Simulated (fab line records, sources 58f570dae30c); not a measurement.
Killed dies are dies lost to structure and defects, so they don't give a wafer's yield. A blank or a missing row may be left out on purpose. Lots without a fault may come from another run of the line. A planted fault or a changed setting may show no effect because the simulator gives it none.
Chamber matching | flow berkeley_cmos170 | UCB170_V1_CVD_00 on pecvd-01: 3 sister chambers
The step deposits SiO2 from TEOS/O2, target thk 2000 nm, time 250 s. 14 wafers are shown with their chamber, then 7 later ones without.

WAFERS WITH THEIR CHAMBER
wafer  | chamber | heater_power_w (W) | rf_fwd_power_W (W)
L612.1 | 0       | 327                | 548.6
L612.2 | 1       | 274                | 550.5
L612.4 | 2       | 170                | 551.5
L618.3 | 2       | 176                | 548.5
L618.4 | 0       | 232                | 549.2
L618.5 | 2       | 248                | 548.2
L623.3 | 1       | 253                | 549.4
L623.5 | 0       | 233                | 548.3
L623.6 | 1       | 201                | 548.2
L629.4 | 2       | 167                | 545.1
L629.5 | 0       | 231                | 550.1
L629.6 | 1       | 198                | 548.1
L630.2 | 0       | 307                | 550.1
L630.4 | 2       | 163                | 549.6

SIGNATURES (means of the wafers above)
reading        | chamber 0 | chamber 1 | chamber 2 | scatter within a chamber
heater_power_w | 266.00    | 231.50    | 184.80    | 40.8
rf_fwd_power_W | 549.260   | 549.050   | 548.580   | 1.61
Rule: a wafer's distance from a chamber is the root of the sum, over the readings, of the square of ((its reading less the chamber's mean) divided by the reading's scatter). The wafer belongs to the nearest chamber; if the next one is less than 2 further off, it can't be placed. The scatter: the root of (the sum of the squares of (reading less its chamber's mean) over the shown wafers, divided by (wafers less chambers)).

WAFERS WITHOUT THEIR CHAMBER
wafer  | heater_power_w (W) | rf_fwd_power_W (W)
L630.6 | 201                | 548.9
L632.1 | 267                | 548.6
L632.4 | 167                | 550.7
L632.6 | 195                | 551.9
L633.1 | 222                | 547.6
L633.4 | 201                | 549.4
L633.5 | 167                | 545.9

WHICH CHAMBER EACH WENT THROUGH
wafer  | from the rows above          | in truth
L630.6 | can't be placed: 2 or 1 or 0 | 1
L632.1 | can't be placed: 0 or 1 or 2 | 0
L632.4 | can't be placed: 2 or 1 or 0 | 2
L632.6 | can't be placed: 1 or 2 or 0 | 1
L633.1 | can't be placed: 1 or 2 or 0 | 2
L633.4 | can't be placed: 2 or 1 or 0 | 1
L633.5 | can't be placed: 2 or 1 or 0 | 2
Placed correctly: 0 of 7. Can't be placed from these rows: 7 (the true chamber is among the candidates in 7). Placed wrongly: 0.
